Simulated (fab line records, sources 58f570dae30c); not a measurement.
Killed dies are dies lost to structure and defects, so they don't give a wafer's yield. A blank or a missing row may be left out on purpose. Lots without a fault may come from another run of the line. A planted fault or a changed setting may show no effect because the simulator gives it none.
Which tool did it? | flow berkeley_cmos170 | 14 lots, 42 wafers sampled, at 6 steps of a route of 331

WHAT THE GAUGES READ, wafer by wafer
UCB170_NWELL_THK_MEAS_02. Usual: NWELL_OXIDE_THK 26.3 nm, standard deviation 0.42.
lot  | measured    | on            | NWELL_OXIDE_THK (nm) | flag
L974 | day 1 20:14 | film_metro-04 | 26.0 25.8 25.8       |
L975 | day 2 06:41 | film_metro-02 | 26.7 26.8 26.3       |
L978 | day 2 18:03 | film_metro-02 | 25.4 26.0 26.0       |
L979 | day 3 01:04 | film_metro-02 | 26.5 26.6 26.7       |
L980 | day 3 04:27 | film_metro-02 | 26.5 26.8 26.6       |
L981 | day 3 06:36 | film_metro-02 | 25.8 25.9 25.6       |
L983 | day 4 04:39 | film_metro-01 | 26.6 26.8 26.7       |
L987 | day 4 21:13 | film_metro-04 | 27.0 27.0 26.7       |
L988 | day 4 21:13 | film_metro-02 | 26.9 27.1 27.3       |
L991 | day 5 18:31 | film_metro-01 | 25.6 25.6 25.8       |
L994 | day 6 05:25 | film_metro-01 | 26.8 26.6 26.8       |
L993 | day 6 05:27 | film_metro-02 | 26.0 26.0 26.1       |
L995 | day 6 10:41 | film_metro-01 | 26.0 26.1 26.4       |
L996 | day 6 14:29 | film_metro-02 | 25.8 25.5 25.6       |

UCB170_CONTACT_CD_MEAS_15: target cd 700 nm. Usual: cd_nm 699.9 nm, standard deviation 1.8.
lot  | measured     | on        | cd_nm (nm)        | flag
L974 | day 7 09:13  | cd_sem-02 | 700.4 700.7 701.5 |
L975 | day 7 08:56  | cd_sem-01 | 701.6 701.5 702.8 |
L978 | day 8 00:11  | cd_sem-02 | 697.8 699.7 699.3 |
L979 | day 8 04:35  | cd_sem-02 | 697.8 698.3 697.8 |
L980 | day 8 05:45  | cd_sem-01 | 698.5 698.0 699.8 |
L981 | day 8 04:19  | cd_sem-01 | 699.2 698.4 698.2 |
L983 | day 9 04:25  | cd_sem-02 | 697.8 696.8 698.8 |
L987 | day 9 20:19  | cd_sem-02 | 698.0 697.1 698.5 |
L988 | day 9 19:36  | cd_sem-02 | 699.2 698.1 699.6 |
L991 | day 10 17:08 | cd_sem-02 | 734.9 735.0 735.1 | OFF
L994 | day 11 01:24 | cd_sem-02 | 731.4 731.8 730.9 | OFF
L993 | day 11 01:39 | cd_sem-01 | 701.8 701.0 699.6 |
L995 | day 11 08:34 | cd_sem-01 | 698.9 700.3 699.6 |
L996 | day 11 10:00 | cd_sem-01 | 700.9 700.6 702.0 |

UCB170_V1_THK_MEAS_04. Usual: V1_POLISHED_THK 1016.8 nm, standard deviation 1.1.
lot  | measured     | on            | V1_POLISHED_THK (nm) | flag
L974 | day 7 16:23  | film_metro-04 | 1017.7 1016.5 1017.0 |
L975 | day 7 16:22  | film_metro-02 | 1016.4 1018.2 1016.1 |
L978 | day 8 11:26  | film_metro-01 | 1017.8 1017.0 1017.6 |
L979 | day 8 12:02  | film_metro-02 | 1017.0 1017.1 1016.1 |
L980 | day 8 11:47  | film_metro-02 | 1016.8 1015.8 1018.2 |
L981 | day 8 11:29  | film_metro-02 | 1016.9 1017.6 1017.2 |
L983 | day 9 11:20  | film_metro-04 | 1016.6 1017.1 1016.0 |
L987 | day 10 04:23 | film_metro-02 | 1018.0 1016.2 1015.1 |
L988 | day 10 02:07 | film_metro-04 | 1016.1 1016.7 1015.5 |
L991 | day 11 02:56 | film_metro-02 | 1017.8 1017.7 1017.0 |
L994 | day 11 16:36 | film_metro-04 | 1017.3 1016.0 1017.5 |
L993 | day 11 16:38 | film_metro-01 | 1017.3 1016.6 1016.3 |
L995 | day 11 16:52 | film_metro-01 | 1016.8 1016.7 1015.6 |
L996 | day 11 17:10 | film_metro-02 | 1017.3 1015.3 1016.2 |

UCB170_M2_CD_MEAS_90: target cd 700 nm. Usual: cd_nm 698.4 nm, standard deviation 2.3.
lot  | measured     | on        | cd_nm (nm)        | flag
L974 | day 7 21:23  | cd_sem-01 | 693.8 700.4 702.1 |
L975 | day 7 21:59  | cd_sem-02 | 695.3 697.8 697.3 |
L978 | day 8 17:40  | cd_sem-02 | 695.1 693.6 697.0 |
L979 | day 8 19:08  | cd_sem-01 | 699.0 700.8 700.3 |
L980 | day 8 18:58  | cd_sem-02 | 702.1 695.2 695.6 |
L981 | day 8 18:21  | cd_sem-01 | 698.9 697.0 701.0 |
L983 | day 9 15:51  | cd_sem-02 | 697.4 698.9 698.7 |
L987 | day 10 09:33 | cd_sem-02 | 697.1 699.0 699.6 |
L988 | day 10 08:17 | cd_sem-02 | 698.5 694.7 698.9 |
L991 | day 11 07:44 | cd_sem-02 | 701.1 699.3 699.6 |
L994 | day 11 21:44 | cd_sem-02 | 699.2 699.7 698.0 |
L993 | day 11 22:16 | cd_sem-02 | 695.7 697.3 695.1 |
L995 | day 11 22:25 | cd_sem-01 | 696.2 697.6 696.6 |
L996 | day 11 22:58 | cd_sem-01 | 701.1 698.2 697.0 |

WHICH TOOL RAN EACH LOT (tool, then ch and the chambers of the sampled wafers, then the start)
lot  | UCB170_CONTACT_COAT_10            | UCB170_CONTACT_STRIP_19
L974 | litho_track-02 ch 0, day 7 08:00  | plasma_asher-03 ch 0,1, day 7 09:31
L975 | litho_track-04 ch 0, day 7 08:00  | plasma_asher-02 ch 0,1, day 7 09:16
L978 | litho_track-02 ch 0, day 7 22:00  | plasma_asher-02 ch 0, day 8 00:29
L979 | litho_track-03 ch 0, day 8 03:00  | plasma_asher-04 ch 0,1, day 8 04:54
L980 | litho_track-02 ch 0, day 8 05:00  | plasma_asher-04 ch 0,1, day 8 06:03
L981 | litho_track-02 ch 0, day 8 03:00  | plasma_asher-02 ch 0,1, day 8 04:37
L983 | litho_track-04 ch 0, day 9 03:00  | plasma_asher-04 ch 0, day 9 04:43
L987 | litho_track-03 ch 0, day 9 19:00  | plasma_asher-04 ch 0,1, day 9 20:39
L988 | litho_track-02 ch 0, day 9 18:00  | plasma_asher-02 ch 0,1, day 9 19:55
L991 | litho_track-04 ch 0, day 10 16:00 | plasma_asher-03 ch 0,1, day 10 17:28
L994 | litho_track-04 ch 0, day 11 00:00 | plasma_asher-04 ch 0,1, day 11 01:43
L993 | litho_track-03 ch 0, day 11 00:00 | plasma_asher-02 ch 0,1, day 11 01:58
L995 | litho_track-03 ch 0, day 11 07:00 | plasma_asher-04 ch 0,1, day 11 08:53
L996 | litho_track-02 ch 0, day 11 09:00 | plasma_asher-04 ch 0,1, day 11 10:20
- UCB170_CONTACT_COAT_10: resist thk 900 nm.
- UCB170_CONTACT_STRIP_19: strips in O2.

WHAT THE TOOLS THEMSELVES READ (means of the sampled wafers that have a number; where no wafer has one, the mark that the record gives instead)
UCB170_CONTACT_COAT_10. Usual: dispense_pressure_kPa 53.9 kPa, standard deviation 2.6.
lot  | tool           | dispense_pressure_kPa (kPa) | flag
L974 | litho_track-02 | 55.4                        |
L975 | litho_track-04 | 56.4                        |
L978 | litho_track-02 | 55.4                        |
L979 | litho_track-03 | 50.2                        |
L980 | litho_track-02 | 55.4                        |
L981 | litho_track-02 | 55.4                        |
L983 | litho_track-04 | 56.4                        |
L987 | litho_track-03 | 50.2                        |
L988 | litho_track-02 | 55.4                        |
L991 | litho_track-04 | 56.3                        |
L994 | litho_track-04 | 56.3                        |
L993 | litho_track-03 | 50.2                        |
L995 | litho_track-03 | 50.2                        |
L996 | litho_track-02 | 55.4                        |

UCB170_CONTACT_STRIP_19. Usual: drypump_motor_current_A 5.7 A, standard deviation 0.35; oes_product_au 0.725 a.u., standard deviation 0.0045.
lot  | tool            | drypump_motor_current_A (A) | oes_product_au (a.u.) | flag
L974 | plasma_asher-03 | 5.7                         | 0.729                 |
L975 | plasma_asher-02 | 5.5                         | 0.724                 |
L978 | plasma_asher-02 | 5.7                         | 0.728                 |
L979 | plasma_asher-04 | 5.8                         | 0.728                 |
L980 | plasma_asher-04 | 5.7                         | 0.721                 |
L981 | plasma_asher-02 | 5.6                         | 0.729                 |
L983 | plasma_asher-04 | 5.8                         | 0.726                 |
L987 | plasma_asher-04 | 5.8                         | 0.728                 |
L988 | plasma_asher-02 | 5.6                         | 0.722                 |
L991 | plasma_asher-03 | 6.0                         | 0.482                 | OFF
L994 | plasma_asher-04 | 5.7                         | 0.482                 | OFF
L993 | plasma_asher-02 | 5.6                         | 0.727                 |
L995 | plasma_asher-04 | 5.8                         | 0.725                 |
L996 | plasma_asher-04 | 5.7                         | 0.728                 |

THE ANSWER, worked out from the rows above alone
Rule: a lot is off if the mean of its wafers that have a number lies more than 3 standard deviations from the usual mean. A lot without any number at a reading at which 4 lots or more have one is off too. The other lots that the step has rows for count as sound. The gauges are gone through in route order, then the tools' own readings, and for those a lot's mean is taken as printed above. The first step at which some lot is off is used, and at that step the reading that is off furthest; a lot without a number counts as furthest.
Off: L991, L994, at UCB170_CONTACT_CD_MEAS_15 (cd_nm).
A tool fits if, at a process step before that reading, it ran every lot that is off, and no sound lot after the first of them. The gauges at UCB170_CONTACT_CD_MEAS_15 aren't tried: what is off there is off at UCB170_CONTACT_STRIP_19 too, on other tools, and a gauge's error can't cause that. One fits: litho_track-04 at UCB170_CONTACT_COAT_10. Its last sound lot is L983 (day 9 03:00), its first lot that is off L991 (day 10 16:00): a fault that began between those two fits.

WHAT THE SIMULATOR HAD PUT IN
Process parameter drift: litho_track-04, from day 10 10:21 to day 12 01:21, at UCB170_CONTACT_COAT_10. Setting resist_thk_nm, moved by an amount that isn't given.
Lots struck among those shown: L991, L994. The rule above found the same.
